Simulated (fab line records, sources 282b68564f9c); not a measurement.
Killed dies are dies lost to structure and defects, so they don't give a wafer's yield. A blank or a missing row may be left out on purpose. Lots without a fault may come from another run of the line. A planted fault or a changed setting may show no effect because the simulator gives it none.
Which tool did it? | flow rit_cmos | 15 lots, 45 wafers sampled, at 2 steps of a route of 202

WHAT THE GAUGES READ, wafer by wafer
The record holds no reading of a measuring or inspecting step that can be judged against a usual standard deviation.

WHICH TOOL RAN EACH LOT (tool, then ch and the chambers of the sampled wafers, then the start)
lot  | RIT_PLDD_SOFTBAKE_02             | RIT_M1_PROBE_99
L431 | litho_track-02 ch 0, day 2 20:22 | -
L433 | litho_track-02 ch 0, day 3 06:02 | -
L434 | litho_track-03 ch 0, day 3 10:50 | -
L435 | litho_track-01 ch 0, day 3 21:13 | -
L436 | litho_track-02 ch 0, day 3 22:49 | -
L437 | litho_track-03 ch 0, day 4 01:17 | -
L438 | litho_track-03 ch 0, day 4 08:02 | -
L439 | litho_track-02 ch 0, day 4 15:25 | -
L440 | litho_track-03 ch 0, day 4 20:43 | -
L441 | litho_track-03 ch 0, day 5 04:20 | prober-02, day 5 18:59
L442 | litho_track-03 ch 0, day 5 11:38 | -
L443 | litho_track-03 ch 0, day 5 16:55 | -
L446 | litho_track-03 ch 0, day 6 08:31 | -
L447 | litho_track-03 ch 0, day 6 11:58 | -
L454 | litho_track-02 ch 0, day 7 20:18 | -
- RIT_PLDD_SOFTBAKE_02: time 60 s.
- RIT_M1_PROBE_99

WHAT THE TOOLS THEMSELVES READ (means of the sampled wafers that have a number; where no wafer has one, the mark that the record gives instead)
RIT_PLDD_SOFTBAKE_02. Usual: heater_power_total_W 34.56 W, standard deviation 0.053; plate_temp_C 90.00 C, standard deviation 0.11; resist_line_temp_C 23.00 C, standard deviation 0.1.
lot  | tool           | heater_power_total_W (W) | plate_temp_C (C) | resist_line_temp_C (C) | flag
L431 | litho_track-02 | 34.52                    | 89.95            | 23.04                  |
L433 | litho_track-02 | 34.59                    | 90.16            | 22.89                  |
L434 | litho_track-03 | 34.56                    | 90.02            | 23.09                  |
L435 | litho_track-01 | 34.61                    | 89.92            | 23.07                  |
L436 | litho_track-02 | 34.58                    | 90.07            | 23.07                  |
L437 | litho_track-03 | 34.56                    | 90.16            | 22.98                  |
L438 | litho_track-03 | 34.58                    | 90.08            | 23.04                  |
L439 | litho_track-02 | 34.58                    | 89.95            | 23.03                  |
L440 | litho_track-03 | 34.58                    | 89.88            | 23.03                  |
L441 | litho_track-03 | 34.55                    | 89.91            | 23.02                  |
L442 | litho_track-03 | 34.59                    | 89.92            | 23.20                  |
L443 | litho_track-03 | 28.53                    | 78.83            | 22.96                  | OFF
L446 | litho_track-03 | 28.52                    | 78.83            | 22.90                  | OFF
L447 | litho_track-03 | 28.57                    | 78.87            | 23.00                  | OFF
L454 | litho_track-02 | 34.55                    | 89.91            | 22.92                  |

RIT_M1_PROBE_99. Usual: killed_at_M0_to_M3 0.0, standard deviation 0.083; killed_at_contacts 0.1, standard deviation 0.23; killed_at_front_end 7, standard deviation 3.1; killed_dies 7, standard deviation 3.1; killed_open 3.3, standard deviation 2; killed_short 3.6, standard deviation 1.9.
lot  | tool      | killed_at_M0_to_M3 | killed_at_contacts | killed_at_front_end | killed_dies | killed_open | killed_short | flag
L441 | prober-02 | 0.0                | 0.0                | 8                   | 8           | 3.0         | 4.7          |

THE ANSWER, worked out from the rows above alone
Rule: a lot is off if the mean of its wafers that have a number lies more than 3 standard deviations from the usual mean. A lot without any number at a reading at which 4 lots or more have one is off too. The other lots that the step has rows for count as sound. The gauges are gone through in route order, then the tools' own readings, and for those a lot's mean is taken as printed above. The first step at which some lot is off is used, and at that step the reading that is off furthest; a lot without a number counts as furthest.
Off: L443, L446, L447, at RIT_PLDD_SOFTBAKE_02 (heater_power_total_W).
A tool fits if, at that step or a process step before it, it ran every lot that is off, and no sound lot after the first of them. One fits: litho_track-03 at RIT_PLDD_SOFTBAKE_02. Its last sound lot is L442 (day 5 11:38), its first lot that is off L443 (day 5 16:55): a fault that began between those two fits.
The tool's own readings at RIT_PLDD_SOFTBAKE_02 bear it out: on the lots that are off they differ by more than 5 times the standard deviation of the sound lots' means. heater_power_total_W reads 28.54 W there against 34.57 W on the sound lots; plate_temp_C reads 78.84 C there against 89.99 C on the sound lots.

WHAT THE SIMULATOR HAD PUT IN
Process parameter drift: litho_track-03, from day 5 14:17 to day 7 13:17, at RIT_PLDD_SOFTBAKE_02. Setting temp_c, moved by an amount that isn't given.
Lots struck among those shown: L443, L446, L447. The rule above found the same.
